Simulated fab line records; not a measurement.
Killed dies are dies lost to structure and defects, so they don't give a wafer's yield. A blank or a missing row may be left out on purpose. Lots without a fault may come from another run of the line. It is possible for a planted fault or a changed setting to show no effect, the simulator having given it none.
fab line records	flow ritCmos
record: lots: 15	wafers: 45	lastDay: 7
route steps=202 shown NWELL@34 GATE@84 SILICIDE@163 M1@202
lots untouched by any fault: they come from a run of this same line in which no faults occurred
startH: the number of hours between the record's first day and the start of the first shown wafer of the lot	waitH: how many hours have passed since the lot's step before this one	" unchanged from the row above	L1.1+2: a row that stands for several wafers	- no value, or no start given	* or withheld: withheld	< > ~ a bound
route shown NAME@n: names a module that has steps shown in the file, with the first one's number in the route	usual: the fault-free wafers' mean and standard deviation	same: alike in all rows	chamber/n: place in a boat	sites: the reading at each site	_std_site: the values' standard deviation	_edge_site: the outer-site mean with the inner-site mean subtracted	radiusMm: for every site, how far away it sits from the centre of the wafer	mask NAME#n: copy n	behind: tool/chamber where the wafer was last shaped	hold: why the lot went on hold/how many hours it stayed there/how the hold came to an end	device: the n, p or np transistor that did not switch	end of line: at the end of the route, the tests of the same wafers	a step with no rows: only its recipe	killed: dies that structure and defects cost at the first sort, which is not the same as the wafer's yield	map: per-die view of a wafer (x killed, . not killed, _ where there is no die)
set.NAME: setting as actually run; set.NAME@STEP: the setting as run at that earlier step	model.NAME: the simulator's own value behind a step, which no gauge read
route steps across a sampled set of lots; one table per step, one row per wafer
services: the hour from which a tool's chamber was out of use, counted from the record's first day as startH (under 0 if before that day), plus the number of hours and why
== steps ==
step: RIT_NWELL_OVL_MEAS_06
usual: NWELL_OVL: 0.4/1.1
lot.wafer	tool	chamber	startH	waitH	NWELL_OVL[nm]
L315.1	overlay-01	-	28.50	-	0.5
L315.4	"	-	"	"	0.5
L315.6	"	-	"	"	0.7
L317.1	overlay-02	-	37.03	-	2.1
L317.3	"	-	"	"	0.9
L317.6	"	-	"	"	1.5
L318.2	overlay-01	-	42.84	-	-0.2
L318.5	"	-	"	"	0.9
L318.6	"	-	"	"	1.0
L320.4	overlay-01	-	52.59	-	0.1
L320.5	"	-	"	"	0.3
L320.6	"	-	"	"	1.6
L321.4	overlay-01	-	56.00	-	1.9
L321.5	"	-	"	"	0.8
L321.6	"	-	"	"	-0.2
L322.2	overlay-01	-	62.38	-	-0.6
L322.3	"	-	"	"	-0.9
L322.4	"	-	"	"	-2.1
L323.2	overlay-01	-	66.40	-	-1.7
L323.5	"	-	"	"	-0.9
L323.6	"	-	"	"	-0.4
L325.3	overlay-01	-	76.76	-	0.1
L325.4	"	-	"	"	0.8
L325.5	"	-	"	"	-0.1
L326.2	overlay-01	-	81.23	-	-3.2
L326.3	"	-	"	"	-2.0
L326.4	"	-	"	"	-1.5
L328.1	overlay-01	-	92.34	-	0.3
L328.3	"	-	"	"	0.7
L328.6	"	-	"	"	1.1
L329.2	overlay-01	-	95.63	-	0.7
L329.3	"	-	"	"	-0.2
L329.4	"	-	"	"	0.0
L330.3	overlay-02	-	102.60	-	0.5
L330.5	"	-	"	"	-0.7
L330.6	"	-	"	"	-1.0
L331.1	overlay-02	-	106.72	-	1.3
L331.3	"	-	"	"	1.1
L331.6	"	-	"	"	1.2
L332.2	overlay-02	-	112.95	-	0.2
L332.5	"	-	"	"	-0.9
L332.6	"	-	"	"	-0.5
L333.2	overlay-02	-	116.47	-	0.2
L333.5	"	-	"	"	-1.2
L333.6	"	-	"	"	-0.9
step: RIT_NWELL_TW_MEAS_10
usual: NWELL_TW: 2147/23
lot.wafer	tool	chamber	startH	waitH	NWELL_TW
L315.1	filmMetro-04	-	29.11	0.1	2166
L315.4	"	-	"	"	2151
L315.6	"	-	"	"	2168
L317.1	filmMetro-02	-	37.64	0.1	2132
L317.3	"	-	"	"	2124
L317.6	"	-	"	"	2128
L318.2	filmMetro-02	-	43.46	0.1	2120
L318.5	"	-	"	"	2116
L318.6	"	-	"	"	2127
L320.4	filmMetro-02	-	53.21	0.1	2129
L320.5	"	-	"	"	2130
L320.6	"	-	"	"	2118
L321.4	filmMetro-02	-	56.62	0.1	2120
L321.5	"	-	"	"	2121
L321.6	"	-	"	"	2132
L322.2	filmMetro-03	-	63.00	0.1	2173
L322.3	"	-	"	"	2174
L322.4	"	-	"	"	2170
L323.2	filmMetro-03	-	67.02	0.1	2168
L323.5	"	-	"	"	2160
L323.6	"	-	"	"	2174
L325.3	filmMetro-03	-	77.38	0.1	2169
L325.4	"	-	"	"	2160
L325.5	"	-	"	"	2164
L326.2	filmMetro-03	-	81.85	0.1	2168
L326.3	"	-	"	"	2160
L326.4	"	-	"	"	2164
L328.1	filmMetro-03	-	92.95	0.1	2165
L328.3	"	-	"	"	2155
L328.6	"	-	"	"	2177
L329.2	filmMetro-02	-	96.25	0.1	2121
L329.3	"	-	"	"	2128
L329.4	"	-	"	"	2119
L330.3	filmMetro-03	-	103.22	0.1	2178
L330.5	"	-	"	"	2183
L330.6	"	-	"	"	2179
L331.1	filmMetro-03	-	107.33	0.1	2175
L331.3	"	-	"	"	2180
L331.6	"	-	"	"	2173
L332.2	filmMetro-04	-	113.56	0.1	2164
L332.5	"	-	"	"	2154
L332.6	"	-	"	"	2149
L333.2	filmMetro-04	-	117.09	0.1	2159
L333.5	"	-	"	"	2151
L333.6	"	-	"	"	2163
step: RIT_GATE_CVD_08
recipe: material: poly-Si	targetThkNm: 250	tempC: 610	precursor: SiH4	timeS: 2220	pressureMtorr: 300	sih4FlowSccm: 100
usual: zonePowerCentrePct: 26.9/2.4	zonePowerSourcePct: 12.3/1.4
lot.wafer	tool	chamber	startH	waitH	zonePowerCentrePct	zonePowerSourcePct
L315.1	lpcvd-01	1	44.64	0.1	30.3	13.6
L315.4	"	1	"	"	30.3	13.9
L315.6	"	1	"	"	30.4	13.7
L317.1	lpcvd-01	1	50.45	0.1	29.8	13.7
L317.3	"	1	"	"	30.0	13.5
L317.6	"	1	"	"	29.8	13.9
L318.2	lpcvd-01	0	57.74	0.0	24.6	11.7
L318.5	"	0	"	"	23.9	11.7
L318.6	"	0	"	"	24.0	11.7
L320.4	lpcvd-02	0	66.11	0.0	26.0	9.4
L320.5	"	0	"	"	25.8	9.2
L320.6	"	0	"	"	26.0	9.2
L321.4	lpcvd-01	0	69.92	0.0	23.8	11.8
L321.5	"	0	"	"	23.6	11.8
L321.6	"	0	"	"	24.3	11.6
L322.2	lpcvd-02	1	78.01	0.1	27.8	13.0
L322.3	"	1	"	"	28.3	12.8
L322.4	"	1	"	"	27.5	12.9
L323.2	lpcvd-02	1	80.26	0.0	27.2	13.1
L323.5	"	1	"	"	28.0	12.7
L323.6	"	1	"	"	28.1	13.0
L325.3	lpcvd-01	1	89.52	0.0	30.3	13.8
L325.4	"	1	"	"	30.0	13.9
L325.5	"	1	"	"	29.9	13.8
L326.2	lpcvd-01	1	99.70	1.4	30.3	13.9
L326.3	"	1	"	"	30.1	13.7
L326.4	"	1	"	"	30.7	13.7
L328.1	lpcvd-02	1	108.24	0.1	27.9	13.2
L328.3	"	1	"	"	27.7	13.4
L328.6	"	1	"	"	28.0	13.0
L329.2	lpcvd-02	1	109.86	0.0	27.9	13.0
L329.3	"	1	"	"	27.5	13.0
L329.4	"	1	"	"	27.6	12.9
L330.3	lpcvd-01	0	117.36	0.0	24.3	11.6
L330.5	"	0	"	"	24.1	11.5
L330.6	"	0	"	"	23.8	11.9
L331.1	lpcvd-01	0	120.12	0.1	24.0	11.6
L331.3	"	0	"	"	24.0	11.5
L331.6	"	0	"	"	24.6	11.6
L332.2	lpcvd-01	0	128.00	0.0	24.3	11.6
L332.5	"	0	"	"	24.2	11.6
L332.6	"	0	"	"	23.9	11.7
L333.2	lpcvd-02	0	131.09	0.5	25.4	9.3
L333.5	"	0	"	"	25.6	9.3
L333.6	"	0	"	"	26.0	9.2
step: RIT_GATE_THK_MEAS_09
recipe: reads: poly-Si_of_GATE_CVD_08
usual: GATE_POLY_THK: 249.4/2.6
lot.wafer	tool	chamber	startH	waitH	GATE_POLY_THK[nm]
L315.1	filmMetro-02	-	46.26	0.0	249.0
L315.4	"	-	"	"	247.7
L315.6	"	-	"	"	246.6
L317.1	filmMetro-01	-	52.07	0.0	249.3
L317.3	"	-	"	"	248.5
L317.6	"	-	"	"	247.3
L318.2	filmMetro-02	-	59.36	0.0	248.8
L318.5	"	-	"	"	250.1
L318.6	"	-	"	"	251.0
L320.4	filmMetro-02	-	67.76	0.0	250.3
L320.5	"	-	"	"	248.2
L320.6	"	-	"	"	248.7
L321.4	filmMetro-01	-	71.56	0.0	249.0
L321.5	"	-	"	"	248.8
L321.6	"	-	"	"	250.3
L322.2	filmMetro-01	-	79.64	0.0	247.1
L322.3	"	-	"	"	248.0
L322.4	"	-	"	"	248.5
L323.2	filmMetro-01	-	81.88	0.0	249.2
L323.5	"	-	"	"	249.9
L323.6	"	-	"	"	248.8
L325.3	filmMetro-02	-	91.16	0.0	244.4
L325.4	"	-	"	"	244.6
L325.5	"	-	"	"	244.1
L326.2	filmMetro-01	-	101.33	0.0	251.7
L326.3	"	-	"	"	253.6
L326.4	"	-	"	"	252.3
L328.1	filmMetro-01	-	109.86	0.0	254.0
L328.3	"	-	"	"	255.4
L328.6	"	-	"	"	255.1
L329.2	filmMetro-03	-	111.49	0.0	248.3
L329.3	"	-	"	"	250.6
L329.4	"	-	"	"	250.7
L330.3	filmMetro-01	-	119.00	0.0	385.4
L330.5	"	-	"	"	386.7
L330.6	"	-	"	"	387.7
L331.1	filmMetro-02	-	121.74	0.0	381.8
L331.3	"	-	"	"	383.9
L331.6	"	-	"	"	384.2
L332.2	filmMetro-02	-	129.63	0.0	389.9
L332.5	"	-	"	"	391.2
L332.6	"	-	"	"	391.1
L333.2	filmMetro-02	-	132.71	0.0	251.2
L333.5	"	-	"	"	251.5
L333.6	"	-	"	"	250.6
step: RIT_GATE_ETCH_19
recipe: chemistry: SF6/CHF3/O2	timeS: 165	SF6_flow_sccm: 30	CHF3_flow_sccm: 30	O2_flow_sccm: 5	target: poly-Si	pressureMtorr: 40	rfW: 160	targetDepthA: 3125	overEtchFrac: 0.25	stopOn: SiO2
usual: drypumpMotorCurrentA: 5.6/0.4	oesProductAu: 0.859/0.014	rfFwdPowerW: 159.3/0.55	throttleValvePct: 10.25/0.11
lot.wafer	tool	chamber	startH	waitH	drypumpMotorCurrentA	oesProductAu	rfFwdPowerW	rfHoursCounterH	throttleValvePct
L315.1	rieSi-02	2	47.71	0.1	5.3	0.873	160.1	89	10.31
L315.4	"	1	"	"	5.3	0.865	160.2	42	10.23
L315.6	"	3	"	"	5.0	0.873	157.6	-	10.19
L317.1	rieSi-02	2	53.57	0.1	5.3	0.875	160.1	89	10.29
L317.3	"	0	"	"	6.2	0.866	160.2	99	10.05
L317.6	"	1	"	"	5.3	0.854	159.3	-	10.26
L318.2	rieSi-01	2	60.70	0.1	5.9	0.839	159.5	1	10.36
L318.5	"	0	"	"	6.1	0.843	160.1	-	10.29
L318.6	"	3	"	"	5.8	0.874	159.7	-	10.40
L320.4	rieSi-01	2	69.12	0.1	5.8	0.849	159.5	-	10.35
L320.5	"	0	"	"	6.1	0.838	159.3	-	10.29
L320.6	"	3	"	"	5.8	0.875	159.7	-	10.40
L321.4	rieSi-02	3	73.00	0.1	5.0	0.877	158.9	1	10.19
L321.5	"	3	"	"	5.0	0.870	159.4	-	10.19
L321.6	"	2	"	"	5.3	0.870	158.2	-	10.29
L322.2	rieSi-01	3	81.01	0.1	5.8	0.863	159.7	132	10.41
L322.3	"	2	"	"	5.8	0.837	158.9	1	10.35
L322.4	"	3	"	"	5.9	0.869	158.8	-	10.42
L323.2	rieSi-02	2	83.16	0.1	5.3	0.867	158.2	89	10.31
L323.5	"	0	"	"	6.3	0.863	159.3	-	10.05
L323.6	"	3	"	"	5.0	0.866	159.6	-	10.19
L325.3	rieSi-02	2	92.36	0.1	5.3	0.872	160.1	89	10.32
L325.4	"	3	"	"	5.0	0.861	158.8	-	10.19
L325.5	"	2	"	"	5.3	0.866	159.4	-	10.31
L326.2	rieSi-01	2	102.66	0.1	5.8	0.851	160.1	2	10.34
L326.3	"	0	"	"	6.1	0.841	160.4	82	10.29
L326.4	"	3	"	"	5.8	0.878	159.5	132	10.40
L328.1	rieSi-01	0	111.07	0.1	6.2	0.852	159.6	82	10.29
L328.3	"	2	"	"	5.8	0.860	159.1	2	10.33
L328.6	"	0	"	"	6.1	0.853	158.9	-	10.30
L329.2	rieSi-02	1	112.87	0.1	5.3	0.851	160.1	42	10.24
L329.3	"	2	"	"	5.3	0.877	159.8	90	10.31
L329.4	"	0	"	"	6.2	0.868	159.2	99	10.06
L330.3	rieSi-01	1	120.39	0.1	5.5	0.987	159.2	0	10.10
L330.5	"	1	"	"	5.5	0.989	159.1	-	10.11
L330.6	"	0	"	"	6.1	0.985	159.2	-	10.29
L331.1	rieSi-02	1	123.08	0.1	5.3	0.969	159.2	43	10.23
L331.3	"	0	"	"	6.2	1.028	160.5	100	10.04
L331.6	"	3	"	"	5.0	1.065	160.3	-	10.18
L332.2	rieSi-01	2	130.96	0.1	5.8	0.960	159.9	2	10.34
L332.5	"	3	"	"	5.8	0.985	159.9	-	10.41
L332.6	"	0	"	"	6.1	0.978	159.3	-	10.29
L333.2	rieSi-02	0	134.03	0.1	6.2	0.862	159.4	100	10.04
L333.5	"	1	"	"	5.3	0.872	158.8	-	10.23
L333.6	"	2	"	"	5.3	0.872	158.4	-	10.31
step: RIT_SILICIDE_RS_MEAS_02
recipe: thkMeasGauge: four-point-probe	reads: Ti_of_SILICIDE_SPUTTER_01
usual: SILICIDE_TI_RS: 47.7/0.7
lot.wafer	tool	chamber	startH	waitH	SILICIDE_TI_RS[ohm/sq]
L315.1	filmMetro-02	-	60.95	0.1	47.1
L315.4	"	-	"	"	46.9
L315.6	"	-	"	"	46.9
L317.1	filmMetro-02	-	67.25	0.1	46.4
L317.3	"	-	"	"	47.4
L317.6	"	-	"	"	47.2
L318.2	filmMetro-03	-	75.01	0.1	47.2
L318.5	"	-	"	"	48.1
L318.6	"	-	"	"	46.8
L320.4	filmMetro-03	-	82.71	0.1	48.4
L320.5	"	-	"	"	47.7
L320.6	"	-	"	"	48.4
L321.4	filmMetro-02	-	85.97	0.1	48.0
L321.5	"	-	"	"	47.3
L321.6	"	-	"	"	47.7
L322.2	filmMetro-02	-	95.08	0.1	48.1
L322.3	"	-	"	"	48.4
L322.4	"	-	"	"	48.0
L323.2	filmMetro-01	-	96.99	0.1	46.9
L323.5	"	-	"	"	47.1
L323.6	"	-	"	"	47.1
L325.3	filmMetro-03	-	106.29	0.1	48.2
L325.4	"	-	"	"	48.4
L325.5	"	-	"	"	48.3
L326.2	filmMetro-02	-	115.60	0.1	48.6
L326.3	"	-	"	"	46.8
L326.4	"	-	"	"	47.8
L328.1	filmMetro-01	-	124.69	0.1	48.0
L328.3	"	-	"	"	47.9
L328.6	"	-	"	"	47.7
L329.2	filmMetro-01	-	126.82	0.1	46.3
L329.3	"	-	"	"	47.6
L329.4	"	-	"	"	46.9
L333.2	filmMetro-01	-	149.02	0.1	47.9
L333.5	"	-	"	"	47.9
L333.6	"	-	"	"	47.9
step: RIT_M1_PROBE_99
usual: killedAtContacts: 0.1/0.24	killedAtFrontEnd: 7/3.2	killedDies: 7/3.2	killedOnRim: 1.9/1.4	killedOpen: 3.6/2.1	killedShort: 3.5/2
same: grossDies: 264	killed_at_M0_to_M3: 0	killed_at_M4_up: 0	killedAtBackSide: 0	killedAtOther: 0
lot.wafer	tool	chamber	startH	waitH	killedAtContacts	killedAtFrontEnd	killedDies	killedOnRim	killedOpen	killedShort
L315.1	prober-01	-	67.73	0.1	0	7	7	2	3	4
L315.4	prober-01	-	67.88	0.2	0	5	5	2	2	3
L315.6	prober-01	-	67.98	0.2	1	10	11	5	7	4
L317.1	prober-01	-	74.16	0.1	0	1	1	0	1	0
L317.3	prober-01	-	74.26	0.2	0	5	5	1	1	4
L317.6	prober-01	-	74.41	0.2	0	6	6	4	3	3
L318.2	prober-02	-	81.64	0.1	0	5	5	2	3	2
L318.5	prober-02	-	81.79	0.2	0	11	11	2	7	4
L318.6	prober-02	-	81.84	0.2	0	11	11	0	6	5
L320.4	prober-02	-	89.60	0.2	0	2	2	1	1	1
L320.5	prober-02	-	89.65	0.2	1	3	4	1	1	3
L320.6	prober-02	-	89.70	0.2	0	5	5	1	2	3
L321.4	prober-01	-	92.77	0.2	0	12	12	1	8	4
L321.5	prober-01	-	92.82	0.2	0	16	16	7	5	11
L321.6	prober-01	-	92.87	0.2	0	14	14	5	9	5
L322.2	prober-02	-	101.95	0.1	0	6	6	0	4	2
L322.3	prober-02	-	102.00	0.2	0	3	3	0	1	2
L322.4	prober-02	-	102.05	0.2	0	3	3	2	1	2
L323.2	prober-01	-	103.76	0.1	0	3	3	1	1	2
L323.5	prober-01	-	103.91	0.2	0	1	1	0	0	1
L323.6	prober-01	-	103.96	0.2	0	8	8	4	3	5
L325.3	prober-01	-	113.04	0.2	0	9	9	4	4	5
L325.4	prober-01	-	113.09	0.2	0	9	9	1	6	3
L325.5	prober-01	-	113.14	0.2	0	4	4	3	2	2
L326.2	prober-02	-	122.56	0.1	0	12	12	3	7	5
L326.3	prober-02	-	122.61	0.2	0	3	3	1	1	2
L326.4	prober-02	-	122.66	0.2	0	5	5	4	4	1
L328.1	prober-02	-	131.78	0.1	0	8	8	2	4	4
L328.3	prober-02	-	131.88	0.2	1	4	5	1	2	3
L328.6	prober-02	-	132.03	0.2	0	9	9	2	4	5
L329.2	prober-01	-	133.84	0.1	0	8	8	3	5	3
L329.3	prober-01	-	133.89	0.2	0	8	8	2	5	3
L329.4	prober-01	-	133.94	0.2	0	8	8	4	4	4
L330.3	prober-02	-	142.51	0.2	0	264	264	70	4	6
L330.5	prober-02	-	142.61	0.2	0	264	264	70	3	5
L330.6	prober-02	-	142.66	0.2	0	264	264	70	2	6
L331.1	prober-01	-	143.91	0.1	0	264	264	70	1	1
L331.3	prober-01	-	144.01	0.2	0	264	264	70	1	4
L331.6	prober-01	-	144.16	0.2	0	264	264	70	3	6
L332.2	prober-02	-	152.47	0.1	0	264	264	70	1	3
L332.5	prober-02	-	152.62	0.2	0	264	264	70	3	3
L332.6	prober-02	-	152.67	0.2	0	264	264	70	2	2
L333.2	prober-01	-	155.93	0.1	0	8	8	0	5	3
L333.5	prober-01	-	156.08	0.2	1	3	4	2	4	0
L333.6	prober-01	-	156.13	0.2	0	6	6	0	1	5
killed by level:class
L315.1 FOX2:geometricParticle:short=2 GATE:geometricParticle:open=2 SPACER:geometricParticle:open=1 SPACER:geometricParticle:short=1 SILICIDE:geometricParticle:short=1
L315.4 SPACER:geometricParticle:short=2 FOX1:geometricParticle:short=1 FOX1:geometricParticle:open=1 SPACER:geometricParticle:open=1
L315.6 GATE:geometricParticle:open=5 REOX:geometricParticle:short=2 GATE:geometricParticle:short=1 SPACER:geometricParticle:open=1 SILICIDE:geometricParticle:short=1 CONTACT:geometricParticle:open=1
L317.1 SPACER:geometricParticle:open=1
L317.3 REOX:geometricParticle:short=3 GATE:geometricParticle:short=1 GATE:geometricParticle:open=1
L317.6 FOX2:geometricParticle:short=1 REOX:geometricParticle:open=1 REOX:geometricParticle:short=1 SPACER:geometricParticle:open=1 SILICIDE:geometricParticle:open=1 SILICIDE:geometricParticle:short=1
L318.2 GATE:geometricParticle:open=2 FOX1:geometricParticle:open=1 GATE:geometricParticle:short=1 SPACER:geometricParticle:short=1
L318.5 GATE:geometricParticle:open=6 FOX1:geometricParticle:short=2 GATE:geometricParticle:short=1 REOX:geometricParticle:open=1 REOX:geometricParticle:short=1
L318.6 FOX1:geometricParticle:short=3 REOX:geometricParticle:open=2 SILICIDE:geometricParticle:short=2 FOX1:geometricParticle:open=1 GATE:geometricParticle:open=1 SPACER:geometricParticle:open=1 SILICIDE:geometricParticle:open=1
L320.4 GATE:geometricParticle:short=1 SILICIDE:geometricParticle:open=1
L320.5 SILICIDE:geometricParticle:short=3 CONTACT:geometricParticle:open=1
L320.6 GATE:geometricParticle:short=2 GATE:geometricParticle:open=1 REOX:geometricParticle:open=1 SILICIDE:geometricParticle:short=1
L321.4 GATE:geometricParticle:open=3 SPACER:geometricParticle:short=3 REOX:geometricParticle:open=2 SPACER:geometricParticle:open=2 REOX:geometricParticle:short=1 SILICIDE:geometricParticle:open=1
L321.5 REOX:geometricParticle:short=5 REOX:geometricParticle:open=4 GATE:geometricParticle:short=2 SILICIDE:geometricParticle:short=2 FOX1:geometricParticle:short=1 GATE:geometricParticle:open=1 SPACER:geometricParticle:short=1
L321.6 GATE:geometricParticle:open=5 GATE:geometricParticle:short=2 REOX:geometricParticle:open=2 SPACER:geometricParticle:open=2 SILICIDE:geometricParticle:short=2 REOX:geometricParticle:short=1
L322.2 GATE:geometricParticle:open=3 GATE:geometricParticle:short=1 REOX:geometricParticle:open=1 REOX:geometricParticle:short=1
L322.3 GATE:geometricParticle:open=1 GATE:geometricParticle:short=1 REOX:geometricParticle:short=1
L322.4 GATE:geometricParticle:open=1 GATE:geometricParticle:short=1 REOX:geometricParticle:short=1
L323.2 GATE:geometricParticle:open=1 GATE:geometricParticle:short=1 SPACER:geometricParticle:short=1
L323.5 FOX1:geometricParticle:short=1
L323.6 FOX1:geometricParticle:short=2 GATE:geometricParticle:open=2 FOX2:geometricParticle:open=1 GATE:geometricParticle:short=1 REOX:geometricParticle:short=1 SILICIDE:geometricParticle:short=1
L325.3 SPACER:geometricParticle:short=4 SPACER:geometricParticle:open=2 FOX2:geometricParticle:short=1 GATE:geometricParticle:open=1 SILICIDE:geometricParticle:open=1
L325.4 SILICIDE:geometricParticle:open=3 GATE:geometricParticle:short=2 FOX1:geometricParticle:open=1 FOX2:geometricParticle:open=1 SPACER:geometricParticle:short=1 SPACER:geometricParticle:open=1
L325.5 REOX:geometricParticle:open=2 GATE:geometricParticle:short=1 SPACER:geometricParticle:short=1
L326.2 GATE:geometricParticle:short=4 GATE:geometricParticle:open=3 SPACER:geometricParticle:open=2 FOX1:geometricParticle:open=1 SPACER:geometricParticle:short=1 SILICIDE:geometricParticle:open=1
L326.3 FOX1:geometricParticle:open=1 FOX2:geometricParticle:short=1 GATE:geometricParticle:short=1
L326.4 GATE:geometricParticle:open=2 FOX1:geometricParticle:short=1 REOX:geometricParticle:open=1 SILICIDE:geometricParticle:open=1
L328.1 GATE:geometricParticle:open=3 GATE:geometricParticle:short=3 FOX1:geometricParticle:short=1 FOX1:geometricParticle:open=1
L328.3 GATE:geometricParticle:open=2 FOX1:geometricParticle:short=1 GATE:geometricParticle:short=1 CONTACT:geometricParticle:short=1
L328.6 GATE:geometricParticle:short=3 GATE:geometricParticle:open=2 FOX1:geometricParticle:short=1 FOX2:geometricParticle:short=1 REOX:geometricParticle:open=1 SPACER:geometricParticle:open=1
L329.2 GATE:geometricParticle:open=2 FOX2:geometricParticle:short=1 GATE:geometricParticle:short=1 REOX:geometricParticle:open=1 SPACER:geometricParticle:open=1 SILICIDE:geometricParticle:short=1 SILICIDE:geometricParticle:open=1
L329.3 GATE:geometricParticle:short=2 REOX:geometricParticle:open=2 FOX1:geometricParticle:open=1 GATE:geometricParticle:open=1 REOX:geometricParticle:short=1 SPACER:geometricParticle:open=1
L329.4 FOX2:geometricParticle:open=1 GATE:geometricParticle:open=1 GATE:geometricParticle:short=1 REOX:geometricParticle:short=1 REOX:geometricParticle:open=1 SPACER:geometricParticle:short=1 SILICIDE:geometricParticle:open=1 SILICIDE:geometricParticle:short=1
L330.3 GATE:areaEtch=254 REOX:geometricParticle:short=3 GATE:geometricParticle:open=2 GATE:geometricParticle:short=2 FOX2:geometricParticle:short=1 REOX:geometricParticle:open=1 SPACER:geometricParticle:open=1
L330.5 GATE:areaEtch=256 GATE:geometricParticle:short=3 FOX2:geometricParticle:open=1 GATE:geometricParticle:open=1 SPACER:geometricParticle:open=1 SPACER:geometricParticle:short=1 SILICIDE:geometricParticle:short=1
L330.6 GATE:areaEtch=256 GATE:geometricParticle:short=2 FOX1:geometricParticle:short=1 FOX2:geometricParticle:short=1 GATE:geometricParticle:open=1 REOX:geometricParticle:short=1 SPACER:geometricParticle:short=1 SILICIDE:geometricParticle:open=1
L331.1 GATE:areaEtch=262 FOX1:geometricParticle:open=1 FOX1:geometricParticle:short=1
L331.3 GATE:areaEtch=259 FOX2:geometricParticle:short=2 FOX1:geometricParticle:open=1 FOX1:geometricParticle:short=1 REOX:geometricParticle:short=1
L331.6 GATE:areaEtch=255 GATE:geometricParticle:short=3 FOX1:geometricParticle:open=2 REOX:geometricParticle:short=2 FOX1:geometricParticle:short=1 GATE:geometricParticle:open=1
L332.2 GATE:areaEtch=260 REOX:geometricParticle:short=2 FOX1:geometricParticle:short=1 REOX:geometricParticle:open=1
L332.5 GATE:areaEtch=258 GATE:geometricParticle:open=2 FOX1:geometricParticle:short=1 FOX2:geometricParticle:open=1 GATE:geometricParticle:short=1 SPACER:geometricParticle:short=1
L332.6 GATE:areaEtch=260 SPACER:geometricParticle:open=2 GATE:geometricParticle:short=2
L333.2 GATE:geometricParticle:short=2 GATE:geometricParticle:open=2 SILICIDE:geometricParticle:open=2 FOX2:geometricParticle:open=1 SILICIDE:geometricParticle:short=1
L333.5 GATE:geometricParticle:open=2 FOX2:geometricParticle:open=1 CONTACT:geometricParticle:open=1
L333.6 GATE:geometricParticle:short=2 SILICIDE:geometricParticle:short=2 FOX1:geometricParticle:short=1 GATE:geometricParticle:open=1
== services ==
tool	chamber	startH	hours	kind
rieSi-02	3	63.02	0.9	repair
rieSi-01	1	68.24	-	clean
rieSi-01	1	68.24	23.4	scheduledDown
rieSi-01	1	68.24	23.4	ventCycle
lpcvd-01	-	91.45	0.5	repair
rieSi-02	0	92.27	17.3	repair
rieSi-02	3	100.43	4.9	repair
rieSi-01	2	122.60	3.7	repair
== key ==
firstSign: step: RIT_GATE_THK_MEAS_09	reading: GATE_POLY_THK	direction: up	sigmas: 52	usual: 249.4	struck: 386.9
effect: step: RIT_GATE_ETCH_19	reading: oesProductAu	direction: up	sigmas: 9.8	usual: 0.859	struck: 0.994
effect: step: RIT_M1_PROBE_99	reading: killedAtFrontEnd	direction: up	sigmas: 80	usual: 7	struck: 264
moreKillsBornAt: RIT_GATE_ETCH_19@rieSi-01: 1544	RIT_GATE_ETCH_19@rieSi-02: 776
metAt RIT_GATE_CVD_08
struckLots L330,L331,L332
struckWafers L330.3,L330.5,L330.6,L331.1,L331.3,L331.6,L332.2,L332.5,L332.6
laterRowsLeftOut L330.3,L330.5,L330.6,L331.1,L331.3,L331.6,L332.2,L332.5,L332.6
testerLeftOut L330,L331,L332
notActingAt RIT_NWELL_OVL_MEAS_06,RIT_NWELL_TW_MEAS_10,RIT_SILICIDE_RS_MEAS_02
onsetBetween 69.92 117.36
fault: kind: processParameterDrift	tool: lpcvd-01	chamber: 0	onsetH: 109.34	steps: RIT_GATE_CVD_08	channel: targetThkNm	offset: 136.56	shape: step	endH: 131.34	actsIn: theseRecipesOnly	stated: 250
testerLeftOut: of these lots the tester's yield and bins aren't shown, on N5 and GAA mostly nor the transistor test; their killed dies are dies lost to structure and defects alone, not to doping, threshold or leakage, so they don't give the yield
laterRowsLeftOut: the simulator's readings of these wafers behind a module that went badly wrong aren't trusted and aren't shown, but for the sort
